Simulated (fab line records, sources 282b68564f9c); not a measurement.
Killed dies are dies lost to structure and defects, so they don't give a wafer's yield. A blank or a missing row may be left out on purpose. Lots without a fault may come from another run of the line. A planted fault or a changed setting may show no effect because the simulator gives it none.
A struck lot beside a sound one | flow rit_cmos | 15 steps out of a route of 202
Sound: wafers L924.2, L924.4, L924.5. Struck: wafers L910.1, L910.4, L910.6. The cause comes at the end.
At each step with rows: each side's tool, then ch and its chambers, then its first start. Under that, the readings that differ: sound wafers | struck wafers | difference of the means | sigmas: that difference in standard deviations of wafers without a fault.
alike: readings whose means differ by less than 2 such deviations, and words and numbers that are the same on both sides. not compared: withheld readings, readings that some wafer has no value for, bounds like >300 that may hide the same value, and numbers for which the record gives no deviation and whose values overlap.
The two part at a step that has a row with sigmas, a row that says differs or no value, or rows on one side only. Numbers that don't overlap but have no deviation are shown without sigmas and don't part them. A reading that every wafer of one side lacks parts them only if that side has two wafers or more.

RIT_NSD_TW_MEAS_10:
  sound on film_metro-04, day 7 00:34; struck on film_metro-03, day 4 14:23
  alike: NSD_TW
then, 6 steps without rows for these wafers: RIT_PSD_HMDS_00 (prime time 60 s); RIT_PSD_COAT_01 (resist thk 1000 nm); RIT_PSD_SOFTBAKE_02 (time 60 s); RIT_PSD_EXPOSE_03 (exposes mask M10, target cd 40900 nm); RIT_PSD_PEB_04; RIT_PSD_DEVELOP_05 (develop time 50 s).
RIT_PSD_OVL_MEAS_06:
  sound on overlay-01, day 7 01:39; struck on overlay-01, day 4 15:25
  alike: PSD_OVL
then, 2 steps without rows for these wafers: RIT_PSD_HARDBAKE_07 (time 60 s); RIT_PSD_IMPLANT_08.
RIT_PSD_STRIP_09: strips in O2, time 180 s.
  sound on plasma_asher-03 ch 0,1, day 7 01:59; struck on plasma_asher-04 ch 0,1, day 4 15:45
  reading                     | sound       | struck      | difference | sigmas
  drypump_motor_current_A (A) | 5.5 5.9 5.5 | 6.7 6.7 6.4 | +1.0       | +2
  alike: o2_flow_sccm, rf_refl_power_W
  not compared: rf_hours_counter_h
RIT_PSD_TW_MEAS_10:
  sound on film_metro-02, day 7 02:10; struck on film_metro-02, day 4 15:55
  alike: PSD_TW
RIT_SDANNEAL_CLEAN_00: cleans in SC1, time 600 s.
  sound on wet_bench-04 ch 3, day 7 02:13; struck on wet_bench-02 ch 1, day 4 15:59
  no value came back on the struck wafers for bath_guard_temp_C (C), bath_heat_duty_pct (%); on the sound wafers bath_guard_temp_C (C) reads 75.4 75.3 75.6
then, 1 step without rows for these wafers: RIT_SDANNEAL_CLEAN_01 (cleans in dHF, time 30 s).
RIT_M1_PROBE_99:
  sound on prober-01, day 7 10:08; struck on prober-02, day 5 00:11
  alike: killed_at_contacts, killed_at_front_end, killed_dies, killed_open, killed_short

WHERE THEY PART
First at RIT_PSD_STRIP_09; last, within this record, at RIT_SDANNEAL_CLEAN_00. Later steps at which nothing parts them and some readings are alike: RIT_M1_PROBE_99.

WHY: what the simulator had put in
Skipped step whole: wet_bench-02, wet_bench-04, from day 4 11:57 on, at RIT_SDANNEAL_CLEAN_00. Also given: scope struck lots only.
